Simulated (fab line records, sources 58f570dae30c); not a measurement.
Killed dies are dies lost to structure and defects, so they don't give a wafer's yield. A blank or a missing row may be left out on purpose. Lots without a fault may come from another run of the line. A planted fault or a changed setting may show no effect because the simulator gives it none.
fab line records | flow berkeley_cmos170
record lots=5 wafers=15 last_day=10
route steps=331 shown M3@310
lots that met no fault: from a run of the same line without faults
start_h: hours from the record's first day to the start of the lot's first wafer shown | wait_h: hours since the lot's step before | " the same as in the row above | L1.1+2: a row that stands for several wafers | - no value, or no start given | * or withheld: withheld | < > ~ a bound
route shown NAME@n: a module of which the file shows steps, and the number in the route of the first | usual: mean/standard deviation of fault-free wafers | same: alike in all rows | chamber/n: place in a boat | sites: the reading at each site | _std_site: their standard deviation | _edge_site: outer sites' mean less inner sites' | radius_mm: how far each site lies from the wafer's centre | mask NAME#n: copy n | behind: the tool/chamber that last shaped the wafer | hold: why the lot was held/for how many hours/how that ended | device: the transistor (n, p or np) that didn't switch | end of line: the same wafers' tests at the end of the route | a step without rows: its recipe alone | killed: dies lost to structure and defects at the first sort, not the wafer's yield | map: a wafer's dies, x killed, . not, _ none there
set.NAME: the setting as run; set.NAME@STEP: as run at that earlier step | model.NAME: the simulator's own value behind a step, which no gauge read
lots at some steps of the route; a table a step, a row a wafer
services: from which hour (start_h, from the record's first day; less than 0 if before it) a tool's chamber was out of use, for how many hours, and why
## steps
# step UCB170_M3_SPUTTER_01
# recipe material=Al target_thk_nm=900 time_s=120 power_w=6000 chamber_pressure_pa=0.5
# usual throttle_valve_pct=29.8/1.3
# columns lot.wafer tool chamber start_h wait_h throttle_valve_pct
L075.2 pvd_sputter-02 - 176.47 0.0 28.7
L075.4 " - " " 30.9
L075.5 " - " " 29.3
L077.1 pvd_sputter-02 - 188.99 0.0 29.3
L077.3 " - " " 28.4
L077.5 " - " " 31.1
L083.2 pvd_sputter-02 - 198.92 0.0 30.7
L083.3 " - " " 29.2
L083.4 " - " " 27.9
L088.3 pvd_sputter-02 - 229.06 0.0 27.9
L088.4 " - " " 28.4
L088.5 " - " " 27.7
L091.1 pvd_sputter-03 - 236.97 0.0 29.4
L091.4 " - " " 29.0
L091.6 " - " " 28.9
# step UCB170_M3_RS_MEAS_02
# recipe thk_meas_gauge=four-point-probe reads=Al_of_M3_SPUTTER_01
# usual M3_AL_RS=0.0321/0.00037
# columns lot.wafer tool chamber start_h wait_h M3_AL_RS[ohm/sq]
L075.2 film_metro-04 - 176.57 0.1 0.0318
L075.4 " - " " 0.0322
L075.5 " - " " 0.0323
L077.1 film_metro-04 - 189.08 0.0 0.0317
L077.3 " - " " 0.0317
L077.5 " - " " 0.0319
L083.2 film_metro-02 - 199.02 0.1 0.0319
L083.3 " - " " 0.0315
L083.4 " - " " 0.0319
L088.3 film_metro-04 - 229.18 0.1 0.0322
L088.4 " - " " 0.0323
L088.5 " - " " 0.0325
L091.1 film_metro-01 - 237.05 0.0 0.0329
L091.4 " - " " 0.0330
L091.6 " - " " 0.0328
# step UCB170_M3_THK_MEAS_03
# recipe thk_meas_gauge=xrf reads=Al_of_M3_SPUTTER_01
# usual M3_AL_THK=884/9.9
# columns lot.wafer tool chamber start_h wait_h M3_AL_THK[nm]
L075.2 film_metro-04 - 176.68 0.1 896
L075.4 " - " " 884
L075.5 " - " " 884
L077.1 film_metro-04 - 189.20 0.1 894
L077.3 " - " " 888
L077.5 " - " " 894
L083.2 film_metro-02 - 199.13 0.1 883
L083.3 " - " " 897
L083.4 " - " " 883
L088.3 film_metro-04 - 229.28 0.1 880
L088.4 " - " " 874
L088.5 " - " " 868
L091.1 film_metro-01 - 237.17 0.1 867
L091.4 " - " " 865
L091.6 " - " " 869
# step UCB170_M3_HMDS_04
# recipe prime_time_s=60 prime_temp_c=100
# columns lot.wafer tool chamber start_h wait_h
L075.2+4+5 litho_track-03 0 177.48 0.8
L077.1+3+5 litho_track-03 0 189.62 0.4
L083.2+3+4 litho_track-01 0 199.21 0.1
L088.3+4+5 litho_track-01 0 229.37 0.1
L091.1+4+6 litho_track-02 0 237.62 0.4
# step UCB170_M3_COAT_05
# recipe resist=KrF spin_rpm=1500 resist_thk_nm=900
# columns lot.wafer tool chamber start_h wait_h
L075.2+4+5 litho_track-03 0 177.63 0.1
L077.1+3+5 litho_track-03 0 189.77 0.1
L083.2+3+4 litho_track-01 0 199.36 0.1
L088.3+4+5 litho_track-01 0 229.52 0.1
L091.1+4+6 litho_track-02 0 237.77 0.1
# step UCB170_M3_SOFTBAKE_06
# recipe resist=KrF temp_c=130 time_s=60
# columns lot.wafer tool chamber start_h wait_h
L075.2+4+5 litho_track-03 0 177.78 0.1
L077.1+3+5 litho_track-03 0 189.92 0.1
L083.2+3+4 litho_track-01 0 199.51 0.1
L088.3+4+5 litho_track-01 0 229.67 0.1
L091.1+4+6 litho_track-02 0 237.92 0.1
# step UCB170_M3_STRIP_07
# recipe chemistry=O2 power_w=400 pressure_mtorr=3500 platen_temp_c=withheld o2_flow_sccm=400 overash_fraction=0.5
# usual chamber_pressure_mTorr=3500/3.1 drypump_motor_current_A=5.8/0.54 oes_product_au=0.736/0.0046 strip_time_to_endpoint_s=21.96/0.067
# columns lot.wafer tool chamber start_h wait_h chamber_pressure_mTorr drypump_motor_current_A oes_product_au rf_hours_counter_h strip_time_to_endpoint_s
L075.2 plasma_asher-02 1 177.94 0.1 3499 5.5 0.731 7 21.90
L075.4 " 0 " " 3496 6.4 0.739 - 21.92
L075.5 " 1 " " 3497 5.5 0.743 - 21.92
L077.1 plasma_asher-02 0 190.07 0.1 3500 6.4 0.733 10 21.95
L077.3 " 1 " " 3494 5.5 0.729 - 21.93
L077.5 " 0 " " 3506 6.4 0.735 - 21.96
L083.2 plasma_asher-04 1 199.63 0.1 3499 6.7 0.739 43 21.87
L083.3 " 1 " " 3497 6.6 0.740 - 21.89
L083.4 " 0 " " 3502 6.0 0.739 - 21.87
L088.3 plasma_asher-03 1 229.80 0.1 3501 5.4 0.734 - 21.96
L088.4 " 0 " " 3503 5.1 0.730 - 21.96
L088.5 " 1 " " 3500 5.4 0.743 - 21.99
L091.1 plasma_asher-03 1 238.07 0.1 3503 5.4 0.742 51 22.00
L091.4 " 1 " " 3500 5.4 0.731 - 21.96
L091.6 " 0 " " 3496 5.1 0.737 - 22.02
# step UCB170_M3_STRIP_08
# recipe chemistry=DMSO temp_c=80 time_s=600 material=KrF
# usual bath_guard_temp_C=79.82/0.3
# columns lot.wafer tool chamber start_h wait_h bath_guard_temp_C
L075.2 wet_bench-04 2 178.04 0.1 79.89
L075.4 " 2 " " 79.89
L075.5 " 2 " " 79.75
L077.1 wet_bench-03 1 190.21 0.1 79.85
L077.3 " 1 " " 79.46
L077.5 " 1 " " 79.58
L083.2 wet_bench-03 2 199.73 0.1 79.92
L083.3 " 2 " " 79.77
L083.4 " 2 " " 79.78
L088.3 wet_bench-03 0 230.24 0.4 79.79
L088.4 " 0 " " 79.71
L088.5 " 0 " " 79.90
L091.1 wet_bench-03 2 238.17 0.1 79.89
L091.4 " 2 " " 79.85
L091.6 " 2 " " 79.95
# step UCB170_M3_COAT_09
# recipe resist=BARC temp_c=withheld time_s=withheld spin_rpm=3000 resist_thk_nm=withheld
# columns lot.wafer tool chamber start_h wait_h
L075.2+4+5 litho_track-02 0 178.77 0.6
L077.1+3+5 litho_track-02 0 190.71 0.1
L083.2+3+4 litho_track-03 0 199.95 0.0
L088.3+4+5 litho_track-03 0 231.08 0.6
L091.1+4+6 litho_track-01 0 238.71 0.3
# step UCB170_M3_COAT_10
# recipe resist=KrF spin_rpm=1500 resist_thk_nm=900
# columns lot.wafer tool chamber start_h wait_h
L075.2+4+5 litho_track-02 0 - -
L077.1+3+5 litho_track-02 0 - -
L083.2+3+4 litho_track-03 0 - -
L088.3+4+5 litho_track-03 0 - -
L091.1+4+6 litho_track-01 0 - -
# step UCB170_M3_SOFTBAKE_11
# recipe resist=KrF temp_c=130 time_s=60
# columns lot.wafer tool chamber start_h wait_h
L075.2+4+5 litho_track-02 0 - -
L077.1+3+5 litho_track-02 0 - -
L083.2+3+4 litho_track-03 0 - -
L088.3+4+5 litho_track-03 0 - -
L091.1+4+6 litho_track-01 0 - -
# step UCB170_M3_EXPOSE_12
# recipe mask_id=METAL3 target_cd_nm=700 na=0.5 sigma_outer=0.6 source_shape=conventional dose_mj=26
# columns lot.wafer tool chamber start_h wait_h mask
L075.2+4+5 krf_scanner-01 0 179.34 - METAL3#0
L077.1+3+5 krf_scanner-02 0 191.29 - METAL3#0
L083.2+3+4 krf_scanner-01 0 200.52 - METAL3#0
L088.3+4+5 krf_scanner-02 0 231.64 - METAL3#0
L091.1+4+6 krf_scanner-02 0 239.16 - METAL3#0
# step UCB170_M3_PEB_13
# recipe peb_temp_c=130 peb_time_s=withheld resist=KrF
# columns lot.wafer tool chamber start_h wait_h
L075.2+4+5 litho_track-03 0 180.10 0.7
L077.1+3+5 litho_track-03 0 191.40 0.1
L083.2+3+4 litho_track-03 0 200.64 0.1
L088.3+4+5 litho_track-01 0 232.17 0.5
L091.1+4+6 litho_track-01 0 239.88 0.7
# step UCB170_M3_DEVELOP_14
# recipe developer=TMAH develop_time_s=45 resist=KrF dev_temp_c=21
# columns lot.wafer tool chamber start_h wait_h
L075.2+4+5 litho_track-03 0 - -
L077.1+3+5 litho_track-03 0 - -
L083.2+3+4 litho_track-03 0 - -
L088.3+4+5 litho_track-01 0 - -
L091.1+4+6 litho_track-01 0 - -
## services
# columns tool chamber start_h hours kind
pvd_sputter-02 - 164.89 4.5 repair
plasma_asher-03 - 165.06 2.8 pm
plasma_asher-03 - 176.56 14.6 pm
krf_scanner-02 0 177.97 - calibration
krf_scanner-02 - 183.70 0.8 pm
pvd_sputter-02 - 186.86 0.5 repair
krf_scanner-02 - 193.13 2.4 repair
wet_bench-03 - 205.57 1.4 repair
krf_scanner-02 - 214.13 0.5 repair
plasma_asher-03 - 219.76 1.7 repair
krf_scanner-01 - 229.29 0.8 pm
## key
fault none
